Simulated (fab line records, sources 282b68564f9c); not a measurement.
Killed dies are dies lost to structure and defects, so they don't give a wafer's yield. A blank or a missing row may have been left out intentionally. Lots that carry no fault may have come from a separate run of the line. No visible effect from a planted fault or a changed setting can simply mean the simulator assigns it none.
Which tool was responsible? :: flow rit cmos :: 13 lots with 39 wafers sampled at 4 steps, on a route of 202 steps

## WHAT EACH GAUGE READ, for each wafer
RIT_NRETRO_OVL_MEAS_06.
lot: L391
measured: day 2 10:46
on: overlay-01
NRETRO_OVL (nm): -0.2 -1.0 -0.9

lot: L393
measured: day 2 21:11
on: overlay-01
NRETRO_OVL (nm): -0.9 -1.5 -1.0

lot: L394
measured: day 3 02:55
on: overlay-01
NRETRO_OVL (nm): -1.3 -2.1 -1.7

lot: L396
measured: day 3 10:59
on: overlay-01
NRETRO_OVL (nm): - - -

lot: L397
measured: day 3 16:36
on: overlay-01
NRETRO_OVL (nm): 0.1 -0.9 -1.5

lot: L398
measured: day 3 20:49
on: overlay-01
NRETRO_OVL (nm): -1.0 -1.0 -0.6

lot: L399
measured: day 4 03:24
on: overlay-02
NRETRO_OVL (nm): -1.0 -1.5 -0.7

lot: L406
measured: day 5 13:53
on: overlay-02
NRETRO_OVL (nm): 0.3 -1.4 -0.9

lot: L407
measured: day 5 18:58
on: overlay-01
NRETRO_OVL (nm): -0.2 0.1 1.1

lot: L409
measured: day 6 03:56
on: overlay-02
NRETRO_OVL (nm): -0.9 -1.0 -0.4

lot: L410
measured: day 6 09:09
on: overlay-01
NRETRO_OVL (nm): -0.9 -0.7 -0.3

lot: L411
measured: day 6 14:38
on: overlay-02
NRETRO_OVL (nm): 0.5 1.1 1.1

lot: L412
measured: day 6 18:49
on: overlay-02
NRETRO_OVL (nm): -3.2 -2.6 -2.4

RIT_NRETRO_TW_MEAS_10.
lot: L391
measured: day 2 11:23
on: film metro-01
NRETRO_TW: 1043 1043 1048

lot: L393
measured: day 2 21:48
on: film metro-03
NRETRO_TW: 1056 1059 1054

lot: L394
measured: day 3 03:31
on: film metro-01
NRETRO_TW: 1047 1045 1052

lot: L396
measured: day 3 11:37
on: film metro-02
NRETRO_TW: 30 30 30

lot: L397
measured: day 3 17:13
on: film metro-02
NRETRO_TW: 1058 1056 1058

lot: L398
measured: day 3 21:25
on: film metro-03
NRETRO_TW: 1064 1068 1063

lot: L399
measured: day 4 04:07
on: film metro-01
NRETRO_TW: 1052 1059 1054

lot: L406
measured: day 5 14:29
on: film metro-01
NRETRO_TW: 1051 1052 1055

lot: L407
measured: day 5 19:35
on: film metro-03
NRETRO_TW: 1059 1059 1063

lot: L409
measured: day 6 04:33
on: film metro-02
NRETRO_TW: 1060 1060 1057

lot: L410
measured: day 6 09:46
on: film metro-03
NRETRO_TW: 1061 1058 1063

lot: L411
measured: day 6 15:15
on: film metro-02
NRETRO_TW: 1060 1061 1064

lot: L412
measured: day 6 19:25
on: film metro-02
NRETRO_TW: 1063 1059 1063

RIT_PRETRO_TW_MEAS_10.
lot: L391
measured: day 2 12:56
on: film metro-04
PRETRO_TW: 475.9 474.8 477.6

lot: L393
measured: day 2 23:22
on: film metro-04
PRETRO_TW: 473.8 472.9 476.3

lot: L394
measured: day 3 05:11
on: film metro-04
PRETRO_TW: 475.6 479.9 477.2

lot: L396
measured: day 3 13:17
on: film metro-04
PRETRO_TW: 1080.3 1085.5 1084.5

lot: L397
measured: day 3 18:55
on: film metro-02
PRETRO_TW: 475.4 479.8 476.0

lot: L398
measured: day 3 23:09
on: film metro-02
PRETRO_TW: 477.5 476.0 477.3

lot: L399
measured: day 4 05:44
on: film metro-01
PRETRO_TW: 473.4 477.1 478.2

lot: L406
measured: day 5 16:10
on: film metro-01
PRETRO_TW: 475.6 474.3 476.6

lot: L407
measured: day 5 21:08
on: film metro-04
PRETRO_TW: 475.1 477.1 480.2

lot: L409
measured: day 6 06:14
on: film metro-01
PRETRO_TW: 468.4 472.9 474.9

lot: L410
measured: day 6 11:26
on: film metro-01
PRETRO_TW: 473.9 473.0 476.9

lot: L411
measured: day 6 16:55
on: film metro-01
PRETRO_TW: 472.9 472.9 472.0

lot: L412
measured: day 6 21:06
on: film metro-04
PRETRO_TW: 479.2 477.8 476.7

## TOOL THAT RAN EACH LOT (tool first, then ch and the chambers of the sampled wafers, then the start)
lot: L391
RIT_NRETRO_EXPOSE_03: iline stepper-01 ch 0, day 2 10:20

lot: L393
RIT_NRETRO_EXPOSE_03: iline stepper-02 ch 0, day 2 20:46

lot: L394
RIT_NRETRO_EXPOSE_03: iline stepper-01 ch 0, day 3 02:29

lot: L396
RIT_NRETRO_EXPOSE_03: iline stepper-01 ch 0, day 3 10:35

lot: L397
RIT_NRETRO_EXPOSE_03: iline stepper-01 ch 0, day 3 16:12

lot: L398
RIT_NRETRO_EXPOSE_03: iline stepper-02 ch 0, day 3 20:23

lot: L399
RIT_NRETRO_EXPOSE_03: iline stepper-01 ch 0, day 4 03:00

lot: L406
RIT_NRETRO_EXPOSE_03: iline stepper-01 ch 0, day 5 13:28

lot: L407
RIT_NRETRO_EXPOSE_03: iline stepper-02 ch 0, day 5 18:34

lot: L409
RIT_NRETRO_EXPOSE_03: iline stepper-01 ch 0, day 6 03:31

lot: L410
RIT_NRETRO_EXPOSE_03: iline stepper-02 ch 0, day 6 08:43

lot: L411
RIT_NRETRO_EXPOSE_03: iline stepper-01 ch 0, day 6 14:12

lot: L412
RIT_NRETRO_EXPOSE_03: iline stepper-02 ch 0, day 6 18:23
- RIT_NRETRO_EXPOSE_03: exposes mask M4, target cd 43900 nm.

## AS READ BY THE TOOLS THEMSELVES (means over the sampled wafers that have a number; for cases with no such wafer, the mark the record gives instead)
The record holds no such reading with a usual standard deviation.

## THE ANSWER, worked out from the rows above alone
Rule: usual is defined by the lots themselves. The widest of any qualifying gaps counts: lots, ordered by their means at a reading, are off when they make up no more than a third of the lots, leave a main group of 4 or more, and stand apart from it by 3 or more times the standard deviation of that group's means. A main group is skipped when, at the precision printed for the reading in the tables above, its means are all equal. Also off: a lot with no number at a reading for which 4 or more lots have one. Any other lot the step has rows for is counted as sound. After the gauges, taken in route order, come the tools' own readings; for these a lot's mean is taken, as printed above. At the first step where some lot is off, the reading lying furthest off is the one used; lots without a number count as furthest.
Off: L396, at RIT_NRETRO_OVL_MEAS_06 (NRETRO_OVL). Without a number there: L396. The main group has a mean of -0.8 nm with a standard deviation of 0.86.
If a tool, at a process step before that reading, ran all the lots that are off and no sound lot after the first of them, it fits. The gauges at RIT_NRETRO_OVL_MEAS_06 aren't tried: what is off there is off at RIT_NRETRO_TW_MEAS_10 too, on other tools, and a gauge's error can't cause that. Of those tried, none fits.

## WHAT THE SIMULATOR PUT IN
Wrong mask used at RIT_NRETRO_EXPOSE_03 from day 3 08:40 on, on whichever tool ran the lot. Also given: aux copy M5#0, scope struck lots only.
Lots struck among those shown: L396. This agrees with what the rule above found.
